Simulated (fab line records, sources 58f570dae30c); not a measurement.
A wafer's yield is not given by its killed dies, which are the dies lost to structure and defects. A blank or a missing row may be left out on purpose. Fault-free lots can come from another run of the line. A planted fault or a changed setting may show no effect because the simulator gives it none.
fab line records	flow berkeleyCmos170	part 1 of 2: steps 1 to 23 of 33
record: lots: 5	wafers: 15	lastDay: 12
route steps=331 shown NSD@198 BACKSIDE@199 SDANNEAL@204 PSD@206 PLDD@208 NLDD@209 SILICIDE@210 CONTACT@216
lots untouched by any fault: they come from a run of this same line in which no faults occurred
startH: hours from the record's first day to the start of the lot's first wafer shown	waitH: hours elapsed since this lot's preceding step	" identical to the entry in the row above	L1.1+2: a row that stands for several wafers	- no value, or no start given	* or withheld: withheld	< > ~ a bound
route shown NAME@n: NAME is a module with steps in the file, n the number in the route of the first one	usual: average and standard deviation across the fault-free wafers	same: alike in all rows	chamber/n: place in a boat	sites: readings site by site	_std_site: how widely they spread, as a standard deviation	_edge_site: outer sites' mean less inner sites'	radiusMm: for every site, how far away it sits from the centre of the wafer	mask NAME#n: copy n	behind: the last tool/chamber to shape the wafer	hold: the reason the lot was held/the length of the hold in hours/how it ended	device: transistor that didn't switch, given as n, p or np	end of line: at the end of the route, the tests of the same wafers	where a step has no rows: the recipe by itself	killed: dies lost to structure and defects at the first sort, not the wafer's yield	map: a wafer's dies, x killed, . not, _ none there
set.NAME: the setting that was run; set.NAME@STEP: the one run at that earlier step	model.NAME: the simulator's own value behind a step, which no gauge read
lots seen at some steps along the route; tables by step, rows by wafer
services: from which hour (startH, from the record's first day; less than 0 if before it) a tool's chamber was out of use, for how many hours, and why
== steps ==
step: UCB170_NSD_CLEAN_11
recipe: chemistry: SPM	tempC: 120	timeS: 600
usual: bathHeatDutyPct: 13.9/1.2	tempC: 120.02/0.13
lot.wafer	tool	chamber	startH	waitH	bathHeatDutyPct	tempC
L074.1	wetBench-01	0	176.70	0.1	15.1	119.96
L074.2	"	0	"	"	16.0	120.08
L074.3	"	0	"	"	15.2	120.17
L087.2	wetBench-04	3	220.02	0.0	14.6	120.01
L087.4	"	3	"	"	13.3	120.04
L087.5	"	3	"	"	14.4	119.84
L094.2	wetBench-03	1	250.87	0.0	13.7	120.06
L094.4	"	1	"	"	14.3	120.18
L094.6	"	1	"	"	13.3	120.18
L093.1	wetBench-03	3	251.45	0.1	15.1	119.95
L093.2	"	3	"	"	15.8	119.79
L093.4	"	3	"	"	14.2	119.99
L097.1	wetBench-04	3	267.25	0.1	14.2	119.91
L097.4	"	3	"	"	14.8	119.95
L097.6	"	3	"	"	13.4	119.74
step: UCB170_BACKSIDE_HMDS_00
recipe: primeTimeS: 60	primeTempC: 100
usual: exhaustPa: 45.1/0.75
lot.wafer	tool	chamber	startH	waitH	exhaustPa
L074.1	lithoTrack-04	0	177.99	1.1	46.9
L074.2	"	0	"	"	45.1
L074.3	"	0	"	"	44.6
L087.2	lithoTrack-02	0	220.44	0.3	44.5
L087.4	"	0	"	"	44.4
L087.5	"	0	"	"	45.2
L094.2	lithoTrack-04	0	251.08	0.0	45.0
L094.4	"	0	"	"	45.7
L094.6	"	0	"	"	44.9
L093.1	lithoTrack-02	0	251.77	0.1	43.6
L093.2	"	0	"	"	44.9
L093.4	"	0	"	"	44.9
L097.1	lithoTrack-04	0	267.96	0.5	44.1
L097.4	"	0	"	"	45.7
L097.6	"	0	"	"	44.8
step: UCB170_BACKSIDE_COAT_01
recipe: resist: KrF	spinRpm: 1500	resistThkNm: 900
usual: exhaustPa: 45.0/0.94
lot.wafer	tool	chamber	startH	waitH	exhaustPa
L074.1	lithoTrack-04	0	178.14	0.1	45.2
L074.2	"	0	"	"	44.5
L074.3	"	0	"	"	44.2
L087.2	lithoTrack-02	0	220.59	0.1	46.8
L087.4	"	0	"	"	45.6
L087.5	"	0	"	"	46.9
L094.2	lithoTrack-04	0	251.23	0.1	45.2
L094.4	"	0	"	"	44.2
L094.6	"	0	"	"	46.1
L093.1	lithoTrack-02	0	251.92	0.1	45.1
L093.2	"	0	"	"	45.4
L093.4	"	0	"	"	45.8
L097.1	lithoTrack-04	0	268.11	0.1	45.2
L097.4	"	0	"	"	45.3
L097.6	"	0	"	"	45.7
step: UCB170_BACKSIDE_SOFTBAKE_02
recipe: resist: KrF	tempC: 130	timeS: 60
usual: exhaustPa: 44.9/0.89
lot.wafer	tool	chamber	startH	waitH	exhaustPa
L074.1	lithoTrack-04	0	178.29	0.1	45.5
L074.2	"	0	"	"	44.5
L074.3	"	0	"	"	45.6
L087.2	lithoTrack-02	0	220.74	0.1	45.3
L087.4	"	0	"	"	45.1
L087.5	"	0	"	"	46.0
L094.2	lithoTrack-04	0	251.38	0.1	45.4
L094.4	"	0	"	"	44.4
L094.6	"	0	"	"	44.4
L093.1	lithoTrack-02	0	252.07	0.1	45.2
L093.2	"	0	"	"	45.0
L093.4	"	0	"	"	44.7
L097.1	lithoTrack-04	0	268.26	0.1	44.7
L097.4	"	0	"	"	43.4
L097.6	"	0	"	"	45.3
step: UCB170_BACKSIDE_STRIP_03
recipe: chemistry: O2	powerW: 400	pressureMtorr: 3500	platenTempC: withheld	o2FlowSccm: 400	overashFraction: 0.5
usual: drypumpMotorCurrentA: 6.1/0.34	oesProductAu: 0.734/0.0039	stripTimeToEndpointS: 21.94/0.079
lot.wafer	tool	chamber	startH	waitH	drypumpMotorCurrentA	oesProductAu	rfHoursCounterH	stripTimeToEndpointS
L074.1	plasmaAsher-02	0	178.44	0.1	6.1	0.734	46	21.93
L074.2	"	1	"	"	6.4	0.730	46	21.97
L074.3	"	0	"	"	6.1	0.728	-	21.97
L087.2	plasmaAsher-01	1	220.87	0.1	6.0	0.733	14	22.03
L087.4	"	1	"	"	6.0	0.737	-	22.02
L087.5	"	1	"	"	6.0	0.742	-	22.04
L094.2	plasmaAsher-03	1	251.51	0.1	6.4	0.733	49	21.91
L094.4	"	0	"	"	5.2	0.734	-	21.90
L094.6	"	1	"	"	6.4	0.744	-	21.89
L093.1	plasmaAsher-03	0	252.22	0.1	5.2	0.732	49	21.85
L093.2	"	1	"	"	6.4	0.728	49	21.93
L093.4	"	1	"	"	6.3	0.734	-	21.98
L097.1	plasmaAsher-03	1	268.41	0.1	6.4	0.735	50	21.83
L097.4	"	0	"	"	5.2	0.733	-	21.91
L097.6	"	0	"	"	5.2	0.733	-	21.90
step: UCB170_BACKSIDE_CLEAN_04
recipe: chemistry: SPM	tempC: 120	timeS: 600
usual: bathHeatDutyPct: 13.1/1.6	tempC: 119.99/0.14
lot.wafer	tool	chamber	startH	waitH	bathHeatDutyPct	tempC
L074.1	wetBench-04	3	178.54	0.1	14.1	120.22
L074.2	"	3	"	"	14.6	120.19
L074.3	"	3	"	"	13.9	120.20
L087.2	wetBench-04	3	220.97	0.1	13.1	120.05
L087.4	"	3	"	"	13.3	120.04
L087.5	"	3	"	"	13.4	120.11
L094.2	wetBench-04	0	251.61	0.1	13.3	119.84
L094.4	"	0	"	"	14.3	119.95
L094.6	"	0	"	"	13.9	119.81
L093.1	wetBench-01	1	252.32	0.1	10.7	120.04
L093.2	"	1	"	"	11.6	119.81
L093.4	"	1	"	"	11.1	120.00
L097.1	wetBench-02	0	268.58	0.1	11.0	120.09
L097.4	"	0	"	"	10.9	120.29
L097.6	"	0	"	"	11.1	120.12
step: UCB170_SDANNEAL_RTA_00
recipe: tempC: 900	timeS: 10	ambient: N2
usual: chamberO2Ppm: 2.008/0.023	lampPowerPct: 22.3/0.76	wafer_temp_C_max: 905.4/1.1
lot.wafer	tool	chamber	startH	waitH	chamberO2Ppm	lampPowerPct	wafer_temp_C_max
L074.1	rtpAnneal-02	0	178.74	0.0	1.997	21.6	905.4
L074.2	"	0	"	"	2.045	21.6	905.2
L074.3	"	0	"	"	2.027	21.6	905.2
L087.2	rtpAnneal-02	0	221.28	0.1	1.982	21.6	903.9
L087.4	"	0	"	"	1.997	21.6	904.7
L087.5	"	0	"	"	1.985	21.6	904.7
L094.2	rtpAnneal-02	0	251.79	0.0	2.008	21.6	904.6
L094.4	"	0	"	"	1.980	21.6	905.6
L094.6	"	0	"	"	2.014	21.6	906.2
L093.1	rtpAnneal-01	0	252.49	0.0	2.009	23.1	905.1
L093.2	"	0	"	"	2.018	23.2	906.2
L093.4	"	0	"	"	2.020	23.2	906.6
L097.1	rtpAnneal-01	0	268.76	0.0	1.996	23.1	904.6
L097.4	"	0	"	"	1.966	23.2	905.5
L097.6	"	0	"	"	1.998	23.1	905.1
step: UCB170_SDANNEAL_RTA_01
recipe: tempC: 1050	timeS: 4.768	ambient: N2
usual: chamberO2Ppm: 2.001/0.022	lampPowerPct: 34.5/1.2	wafer_temp_C_max: 1056.3/1.2
lot.wafer	tool	chamber	startH	waitH	chamberO2Ppm	lampPowerPct	wafer_temp_C_max
L074.1	rtpAnneal-02	0	178.80	0.1	2.007	33.4	1057.4
L074.2	"	0	"	"	1.988	33.5	1055.0
L074.3	"	0	"	"	2.014	33.4	1057.5
L087.2	rtpAnneal-02	0	221.34	0.1	1.956	33.5	1055.1
L087.4	"	0	"	"	1.974	33.4	1056.1
L087.5	"	0	"	"	1.944	33.4	1056.5
L094.2	rtpAnneal-02	0	251.86	0.1	1.984	33.4	1057.3
L094.4	"	0	"	"	2.008	33.5	1057.8
L094.6	"	0	"	"	2.032	33.4	1058.3
L093.1	rtpAnneal-01	0	252.56	0.1	1.987	35.8	1053.6
L093.2	"	0	"	"	2.014	35.8	1055.8
L093.4	"	0	"	"	1.997	35.8	1056.9
L097.1	rtpAnneal-01	0	268.83	0.1	1.969	35.8	1057.4
L097.4	"	0	"	"	1.971	35.8	1056.9
L097.6	"	0	"	"	1.995	35.8	1055.9
step: UCB170_SDANNEAL_RS_MEAS_02
recipe: thkMeasGauge: four-point-probe
usual: PSD_RS: 76.5/0.37
lot.wafer	tool	chamber	startH	waitH	PSD_RS[ohm/sq]
L074.1	filmMetro-04	-	178.86	0.0	76.2
L074.2	"	-	"	"	76.5
L074.3	"	-	"	"	76.4
L087.2	filmMetro-04	-	221.44	0.1	76.7
L087.4	"	-	"	"	76.9
L087.5	"	-	"	"	77.0
L094.2	filmMetro-01	-	251.93	0.1	75.5
L094.4	"	-	"	"	75.7
L094.6	"	-	"	"	75.8
L093.1	filmMetro-01	-	252.62	0.0	76.4
L093.2	"	-	"	"	76.6
L093.4	"	-	"	"	76.4
L097.1	filmMetro-01	-	268.88	0.0	76.4
L097.4	"	-	"	"	76.2
L097.6	"	-	"	"	76.1
step: UCB170_SDANNEAL_RS_MEAS_03
recipe: thkMeasGauge: four-point-probe
usual: NSD_RS: 37.60/0.089
lot.wafer	tool	chamber	startH	waitH	NSD_RS[ohm/sq]
L074.1	filmMetro-04	-	178.98	0.1	37.52
L074.2	"	-	"	"	37.58
L074.3	"	-	"	"	37.55
L087.2	filmMetro-04	-	221.56	0.1	37.69
L087.4	"	-	"	"	37.62
L087.5	"	-	"	"	37.75
L094.2	filmMetro-01	-	252.05	0.1	37.64
L094.4	"	-	"	"	37.71
L094.6	"	-	"	"	37.60
L093.1	filmMetro-01	-	252.74	0.1	37.65
L093.2	"	-	"	"	37.56
L093.4	"	-	"	"	37.49
L097.1	filmMetro-01	-	269.00	0.1	37.61
L097.4	"	-	"	"	37.62
L097.6	"	-	"	"	37.65
step: UCB170_SDANNEAL_RS_MEAS_04
recipe: thkMeasGauge: four-point-probe
usual: PLDD_RS: 1033.0/2.7
lot.wafer	tool	chamber	startH	waitH	PLDD_RS[ohm/sq]
L074.1	filmMetro-04	-	179.10	0.1	1027.4
L074.2	"	-	"	"	1029.0
L074.3	"	-	"	"	1026.1
L087.2	filmMetro-04	-	221.68	0.1	1030.5
L087.4	"	-	"	"	1034.7
L087.5	"	-	"	"	1030.0
L094.2	filmMetro-01	-	252.17	0.1	1033.1
L094.4	"	-	"	"	1032.3
L094.6	"	-	"	"	1037.9
L093.1	filmMetro-01	-	252.86	0.1	1031.2
L093.2	"	-	"	"	1033.0
L093.4	"	-	"	"	1030.7
L097.1	filmMetro-01	-	269.12	0.1	1033.0
L097.4	"	-	"	"	1036.1
L097.6	"	-	"	"	1034.1
step: UCB170_SDANNEAL_RS_MEAS_05
recipe: thkMeasGauge: four-point-probe
usual: NLDD_RS: 616.2/1.3
lot.wafer	tool	chamber	startH	waitH	NLDD_RS[ohm/sq]
L074.1	filmMetro-04	-	179.22	0.1	617.5
L074.2	"	-	"	"	615.9
L074.3	"	-	"	"	616.6
L087.2	filmMetro-04	-	221.80	0.1	616.0
L087.4	"	-	"	"	617.1
L087.5	"	-	"	"	614.2
L094.2	filmMetro-01	-	252.29	0.1	616.8
L094.4	"	-	"	"	616.0
L094.6	"	-	"	"	614.9
L093.1	filmMetro-01	-	252.98	0.1	614.9
L093.2	"	-	"	"	615.7
L093.4	"	-	"	"	615.9
L097.1	filmMetro-01	-	269.24	0.1	615.4
L097.4	"	-	"	"	614.8
L097.6	"	-	"	"	617.2
step: UCB170_SILICIDE_PRE_CLEAN_00
recipe: gas: Ar	precleanEtchTimeS: 60
lot.wafer	tool	chamber	startH	waitH
L074.1+2+3	pvdSputter-02	-	179.34	0.1
L087.2+4+5	pvdSputter-02	-	221.90	0.1
L094.2+4+6	pvdSputter-02	-	252.39	0.1
L093.1+2+4	pvdSputter-03	-	253.10	0.1
L097.1+4+6	pvdSputter-02	-	269.36	0.1
step: UCB170_SILICIDE_SPUTTER_01
recipe: material: Ti	targetThkNm: 30	timeS: 25	powerW: 1500	chamberPressurePa: 0.5
usual: throttleValvePct: 29.8/0.97
lot.wafer	tool	chamber	startH	waitH	throttleValvePct
L074.1	pvdSputter-02	-	179.41	0.0	29.8
L074.2	"	-	"	"	28.0
L074.3	"	-	"	"	29.2
L087.2	pvdSputter-02	-	221.97	0.0	30.0
L087.4	"	-	"	"	30.2
L087.5	"	-	"	"	30.1
L094.2	pvdSputter-02	-	252.45	0.0	29.3
L094.4	"	-	"	"	28.1
L094.6	"	-	"	"	29.5
L093.1	pvdSputter-03	-	253.16	0.0	32.1
L093.2	"	-	"	"	30.1
L093.4	"	-	"	"	29.5
L097.1	pvdSputter-02	-	269.43	0.0	28.3
L097.4	"	-	"	"	29.9
L097.6	"	-	"	"	27.9
step: UCB170_SILICIDE_RS_MEAS_02
recipe: thkMeasGauge: four-point-probe	reads: Ti_of_SILICIDE_SPUTTER_01
usual: SILICIDE_TI_RS: 26.0/0.32
lot.wafer	tool	chamber	startH	waitH	SILICIDE_TI_RS[ohm/sq]
L074.1	filmMetro-04	-	179.44	0.0	25.7
L074.2	"	-	"	"	25.7
L074.3	"	-	"	"	25.7
L087.2	filmMetro-04	-	222.02	0.0	26.5
L087.4	"	-	"	"	26.4
L087.5	"	-	"	"	26.0
L094.2	filmMetro-03	-	252.50	0.0	25.2
L094.4	"	-	"	"	26.1
L094.6	"	-	"	"	25.5
L093.1	filmMetro-04	-	253.20	0.0	25.6
L093.2	"	-	"	"	25.8
L093.4	"	-	"	"	25.7
L097.1	filmMetro-03	-	269.46	0.0	26.3
L097.4	"	-	"	"	26.1
L097.6	"	-	"	"	26.2
step: UCB170_SILICIDE_THK_MEAS_03
recipe: thkMeasGauge: xrf	reads: Ti_of_SILICIDE_SPUTTER_01
usual: SILICIDE_TI_THK: 29.7/0.33
lot.wafer	tool	chamber	startH	waitH	SILICIDE_TI_THK[nm]
L074.1	filmMetro-04	-	179.56	0.1	30.0
L074.2	"	-	"	"	29.9
L074.3	"	-	"	"	30.2
L087.2	filmMetro-04	-	222.13	0.1	29.3
L087.4	"	-	"	"	29.2
L087.5	"	-	"	"	29.7
L094.2	filmMetro-03	-	252.61	0.1	30.7
L094.4	"	-	"	"	29.8
L094.6	"	-	"	"	30.4
L093.1	filmMetro-04	-	253.32	0.1	30.1
L093.2	"	-	"	"	30.0
L093.4	"	-	"	"	29.9
L097.1	filmMetro-03	-	269.58	0.1	29.6
L097.4	"	-	"	"	29.9
L097.6	"	-	"	"	29.7
step: UCB170_SILICIDE_RTA_04
recipe: tempC: 650	timeS: 15	ambient: N2
usual: chamberO2Ppm: 1.999/0.02	lampPowerPct: 9.5/0.31	wafer_temp_C_max: 653.9/0.8
lot.wafer	tool	chamber	startH	waitH	chamberO2Ppm	lampPowerPct	wafer_temp_C_max
L074.1	rtpAnneal-02	0	179.62	0.1	1.987	9.3	655.1
L074.2	"	0	"	"	1.986	9.3	654.6
L074.3	"	0	"	"	2.017	9.3	653.8
L087.2	rtpAnneal-02	0	222.19	0.1	2.019	9.3	653.8
L087.4	"	0	"	"	2.001	9.3	654.0
L087.5	"	0	"	"	2.035	9.3	652.9
L094.2	rtpAnneal-02	0	252.68	0.1	1.985	9.3	653.0
L094.4	"	0	"	"	1.991	9.3	654.4
L094.6	"	0	"	"	1.994	9.3	653.4
L093.1	rtpAnneal-01	0	253.38	0.1	1.963	9.9	653.5
L093.2	"	0	"	"	1.995	9.9	653.7
L093.4	"	0	"	"	1.998	9.9	653.1
L097.1	rtpAnneal-01	0	269.64	0.1	1.995	9.9	653.9
L097.4	"	0	"	"	1.992	9.9	654.9
L097.6	"	0	"	"	1.980	9.9	652.7
step: UCB170_SILICIDE_WET_ETCH_05
recipe: chemistry: SPM	timeS: 45	tempC: 120	target: Ti
usual: bathHeatDutyPct: 14.2/1.3	tempC: 119.98/0.14
lot.wafer	tool	chamber	startH	waitH	bathHeatDutyPct	tempC
L074.1	wetBench-04	3	179.69	0.1	12.4	120.13
L074.2	"	3	"	"	14.8	120.01
L074.3	"	3	"	"	12.8	120.13
L087.2	wetBench-04	2	222.32	0.1	15.9	120.39
L087.4	"	2	"	"	13.9	119.90
L087.5	"	2	"	"	16.1	119.99
L094.2	wetBench-03	3	252.74	0.1	14.5	120.06
L094.4	"	3	"	"	14.3	119.91
L094.6	"	3	"	"	15.6	120.13
L093.1	wetBench-04	2	253.45	0.1	13.8	119.92
L093.2	"	2	"	"	15.2	120.00
L093.4	"	2	"	"	15.7	119.95
L097.1	wetBench-04	1	269.72	0.1	12.6	119.85
L097.4	"	1	"	"	13.0	120.24
L097.6	"	1	"	"	14.6	120.04
step: UCB170_CONTACT_CLEAN_00
recipe: chemistry: SPM	tempC: 120	timeS: 600
usual: bathHeatDutyPct: 14.1/1.3	tempC: 119.99/0.14
lot.wafer	tool	chamber	startH	waitH	bathHeatDutyPct	tempC
L074.1	wetBench-02	1	179.71	0.0	12.6	119.83
L074.2	"	1	"	"	13.6	119.97
L074.3	"	1	"	"	13.0	119.96
L087.2	wetBench-04	0	222.34	0.0	14.5	119.80
L087.4	"	0	"	"	13.2	119.91
L087.5	"	0	"	"	15.3	119.83
L094.2	wetBench-03	0	252.76	0.0	14.8	119.91
L094.4	"	0	"	"	14.1	119.97
L094.6	"	0	"	"	15.0	120.18
L093.1	wetBench-03	0	253.47	0.0	14.8	119.86
L093.2	"	0	"	"	15.5	120.00
L093.4	"	0	"	"	14.9	119.82
L097.1	wetBench-02	2	269.74	0.0	14.7	119.84
L097.4	"	2	"	"	15.5	119.96
L097.6	"	2	"	"	16.6	119.93
step: UCB170_CONTACT_CVD_01
recipe: material: PSG	targetThkNm: 700	tempC: 450	precursor: SiH4/O2/PH3	timeS: 2820	pressureMtorr: 300	sih4FlowSccm: 60	o2FlowSccm: 90	ph3FlowSccm: 25
usual: spikeTcCentreC: 451.7/1.1	susceptorTempC: 449.94/0.24
lot.wafer	tool	chamber	startH	waitH	spikeTcCentreC	susceptorTempC
L074.1	lpcvd-01	1	181.35	1.5	453.4	449.77
L074.2	"	1	"	"	451.5	450.20
L074.3	"	1	"	"	453.4	450.08
L087.2	lpcvd-01	0	223.67	1.1	451.3	449.69
L087.4	"	0	"	"	451.4	449.95
L087.5	"	0	"	"	451.4	449.79
L094.2	lpcvd-01	1	252.95	0.0	452.9	449.95
L094.4	"	1	"	"	451.9	450.09
L094.6	"	1	"	"	454.6	449.88
L093.1	lpcvd-02	1	254.66	1.0	450.6	450.42
L093.2	"	1	"	"	451.7	450.12
L093.4	"	1	"	"	451.3	449.88
L097.1	lpcvd-02	1	269.91	0.0	451.4	450.09
L097.4	"	1	"	"	451.1	450.27
L097.6	"	1	"	"	451.9	450.08
step: UCB170_CONTACT_THK_MEAS_02
recipe: reads: PSG_of_CONTACT_CVD_01
usual: CONTACT_PSG_THK: 701/5.7
lot.wafer	tool	chamber	startH	waitH	CONTACT_PSG_THK[nm]
L074.1	filmMetro-02	-	183.13	0.0	700
L074.2	"	-	"	"	700
L074.3	"	-	"	"	703
L087.2	filmMetro-02	-	225.46	0.0	698
L087.4	"	-	"	"	693
L087.5	"	-	"	"	700
L094.2	filmMetro-02	-	254.75	0.0	703
L094.4	"	-	"	"	701
L094.6	"	-	"	"	702
L093.1	filmMetro-04	-	256.44	0.0	694
L093.2	"	-	"	"	697
L093.4	"	-	"	"	696
L097.1	filmMetro-04	-	271.70	0.0	702
L097.4	"	-	"	"	703
L097.6	"	-	"	"	702
step: UCB170_CONTACT_HMDS_03
recipe: primeTimeS: 60	primeTempC: 100
usual: exhaustPa: 45.1/0.99
lot.wafer	tool	chamber	startH	waitH	exhaustPa
L074.1	lithoTrack-04	0	183.19	0.1	45.5
L074.2	"	0	"	"	45.2
L074.3	"	0	"	"	45.8
L087.2	lithoTrack-04	0	225.54	0.1	43.3
L087.4	"	0	"	"	44.2
L087.5	"	0	"	"	44.3
L094.2	lithoTrack-03	0	254.83	0.1	44.3
L094.4	"	0	"	"	44.2
L094.6	"	0	"	"	45.5
L093.1	lithoTrack-03	0	256.71	0.3	46.2
L093.2	"	0	"	"	46.6
L093.4	"	0	"	"	46.5
L097.1	lithoTrack-04	0	272.06	0.4	45.6
L097.4	"	0	"	"	43.8
L097.6	"	0	"	"	44.9
step: UCB170_CONTACT_COAT_04
recipe: resist: KrF	spinRpm: 1500	resistThkNm: 900
usual: exhaustPa: 44.9/0.96
lot.wafer	tool	chamber	startH	waitH	exhaustPa
L074.1	lithoTrack-04	0	183.34	0.1	46.1
L074.2	"	0	"	"	46.0
L074.3	"	0	"	"	46.3
L087.2	lithoTrack-04	0	225.69	0.1	44.0
L087.4	"	0	"	"	44.8
L087.5	"	0	"	"	43.3
L094.2	lithoTrack-03	0	254.98	0.1	45.9
L094.4	"	0	"	"	45.0
L094.6	"	0	"	"	45.3
L093.1	lithoTrack-03	0	256.86	0.1	44.5
L093.2	"	0	"	"	44.1
L093.4	"	0	"	"	43.4
L097.1	lithoTrack-04	0	272.21	0.1	44.3
L097.4	"	0	"	"	46.0
L097.6	"	0	"	"	44.7
